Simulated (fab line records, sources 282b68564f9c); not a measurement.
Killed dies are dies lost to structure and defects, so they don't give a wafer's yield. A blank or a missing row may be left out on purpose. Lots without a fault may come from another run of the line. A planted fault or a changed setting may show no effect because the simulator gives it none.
A struck lot beside a sound one | flow rit_cmos | 14 steps out of a route of 202
Sound: wafers L129.2, L129.4, L129.6. Struck: wafers L141.1, L141.3, L141.4. The cause comes at the end.
At each step with rows: each side's tool, then ch and its chambers, then its first start. Under that, the readings that differ: sound wafers | struck wafers | difference of the means | sigmas: that difference in standard deviations of wafers without a fault.
alike: readings whose means differ by less than 2 such deviations, and words and numbers that are the same on both sides. not compared: withheld readings, readings that some wafer has no value for, bounds like >300 that may hide the same value, and numbers for which the record gives no deviation and whose values overlap.
The two part at a step that has a row with sigmas, a row that says differs or no value, or rows on one side only. Numbers that don't overlap but have no deviation are shown without sigmas and don't part them. A reading that every wafer of one side lacks parts them only if that side has two wafers or more.

first, 3 steps without rows for these wafers: RIT_GATE_CLEAN_02 (cleans in dHF, time 30 s); RIT_GATE_CLEAN_03 (cleans in SC2, time 600 s); RIT_GATE_CLEAN_04 (cleans in dHF, time 60 s).
RIT_FOX2_THK_MEAS_91:
  sound on film_metro-04, day 2 12:01; struck on film_metro-04, day 4 21:29
  alike: FIELD_OXIDE_LEFT_2_THK
then, 2 steps without rows for these wafers: RIT_GATE_OXIDATION_05 (target thk 3 nm, ox time 270 s); RIT_GATE_ANNEAL_06 (time 600 s).
RIT_GATE_THK_MEAS_07:
  sound on film_metro-02, day 2 13:46; struck on film_metro-03, day 4 22:52
  alike: GATE_OXIDE_THK
then, 1 step without rows for these wafers: RIT_GATE_CVD_08 (deposits poly-Si from SiH4, target thk 250 nm, time 2220 s).
RIT_GATE_THK_MEAS_09:
  sound on film_metro-03, day 2 15:26; struck on film_metro-02, day 5 00:33
  alike: GATE_POLY_THK
then, 3 steps without rows for these wafers: RIT_GATE_HMDS_10 (prime time 60 s); RIT_GATE_COAT_11 (resist thk 850 nm); RIT_GATE_SOFTBAKE_12 (time 60 s).
RIT_GATE_EXPOSE_13: exposes mask M6, target cd 150 nm.
  sound on iline_stepper-01 ch 0, day 2 16:05; struck on iline_stepper-01, day 5 01:13
  no value came back on the struck wafers for exposure_dose_mJ_cm2, focus_offset_nm (nm), reticle_temp_C (C); on the sound wafers exposure_dose_mJ_cm2 reads 380.3 380.2 380.5
  alike: mask
then, 1 step without rows for these wafers: RIT_GATE_PEB_14.

WHERE THEY PART
Only at RIT_GATE_EXPOSE_13, within this record.

WHY: what the simulator had put in
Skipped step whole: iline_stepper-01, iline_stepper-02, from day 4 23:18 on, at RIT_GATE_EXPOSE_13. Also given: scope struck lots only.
